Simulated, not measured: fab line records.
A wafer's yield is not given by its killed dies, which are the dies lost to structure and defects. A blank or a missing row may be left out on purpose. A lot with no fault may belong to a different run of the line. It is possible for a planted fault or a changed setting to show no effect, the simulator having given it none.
8D (eight disciplines) problem report, filled in by code + flow rit-cmos + the parts of the form that need people (team, actions taken, sign-off) are left out

== 1. WHAT IS WRONG ==
Wafers free of any fault read 50.1 nm (standard deviation 0.85) for ACTIVE_OXIDE_THK at RIT_ACTIVE_THK_MEAS_02, against a mean of 31.8 nm on 6 wafers of 2 lots. That puts it -22 standard deviations away from the usual mean.
First observed at day 4 20:13: wafer L627.2, on film-metro-04. The record holds 42 wafers of 14 lots with a number at this step. Rule for "out", or "out of limits": more than 4 standard deviations from the usual mean. Any other wafer with a number is counted as sound.

== 2. WHAT IT IS, WHAT IT ISN'T ==
| question                    | is                           | is not                                                                          |
|-----------------------------|------------------------------|---------------------------------------------------------------------------------|
| which readings at this step | ACTIVE_OXIDE_THK             | -                                                                               |
| which lots                  | L627, L628                   | L611, L612, L614, L615, L617, L619, L620, L621, L623, L632, L633, L634          |
| which wafers of those lots  | all that have a number       | -                                                                               |
| read on which gauges        | film-metro-03, film-metro-04 | film-metro-01                                                                   |
| when                        | from day 4 20:13             | up to then (27 sound wafers); but 9 sound wafers of L632, L633, L634 came after |

== 3. WHAT RULES OUT EACH SUSPECT ==
Counting: a tool at any process step up to the reading remains a suspect when it ran all the lots that are out and ran no sound lot after the first of those.
- the gauge at RIT_ACTIVE_THK_MEAS_02: ruled out. Those wafers that are out were read across 2 gauges (film-metro-03, film-metro-04).
- furnace-01 at RIT_ACTIVE_OXIDATION_01 (target thk 46.8 nm, ox time 3360 s): kept. It processed each lot that is out, first L627 at day 4 18:17, and no sound lot thereafter; up to then, the last sound lot it processed was L623 at day 3 23:10.
Remaining after the count: furnace-01 at RIT_ACTIVE_OXIDATION_01.

== 4. THE CAUSE (what the simulator had put in) ==
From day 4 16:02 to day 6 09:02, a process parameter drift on furnace-01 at RIT_ACTIVE_OXIDATION_01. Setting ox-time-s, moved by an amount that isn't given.
Counting left only this tool.

== 5. SEQUENCE OF EFFECTS, ordered by route ==
Each row: a reading where the mean over the struck wafers with a number is more than 3 standard deviations away from the usual. Scope: only readings with a usual standard deviation given in the record; hours: median across lots of the time from each lot's start at the first step in this table that gives one to its start at this step; sigmas: change in usual standard deviations.
| hours | step                   | reading          | usual   | on struck wafers | change | sigmas |
|-------|------------------------|------------------|---------|------------------|--------|--------|
| 0     | RIT_ACTIVE_THK_MEAS_02 | ACTIVE_OXIDE_THK | 50.1 nm | 31.8             | -18.4  | -22    |
At these later measuring or inspecting steps, every struck wafer for which the step has a row has a number for every such reading, and none has moved that far: RIT_NWELL_OVL_MEAS_06, RIT_PLDD_OVL_MEAS_06, RIT_NSD_OVL_MEAS_06.

== 6. HOW IT WOULD HAVE BEEN CAUGHT EARLIER ==
Counted from the fault's start at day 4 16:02, it took 4 hours until the first out-of-limits reading at a measuring or inspecting step in this record, taken at day 4 20:13.
Tool readings at RIT_ACTIVE_OXIDATION_01 with a usual standard deviation given in the record: none out on any struck wafer, hence no alarm at a limit of 4 standard deviations on them.
Lots out: 2; of these, L628 started RIT_ACTIVE_OXIDATION_01 on furnace-01 after day 4 20:13. Putting the tool on hold at that point would have spared it.
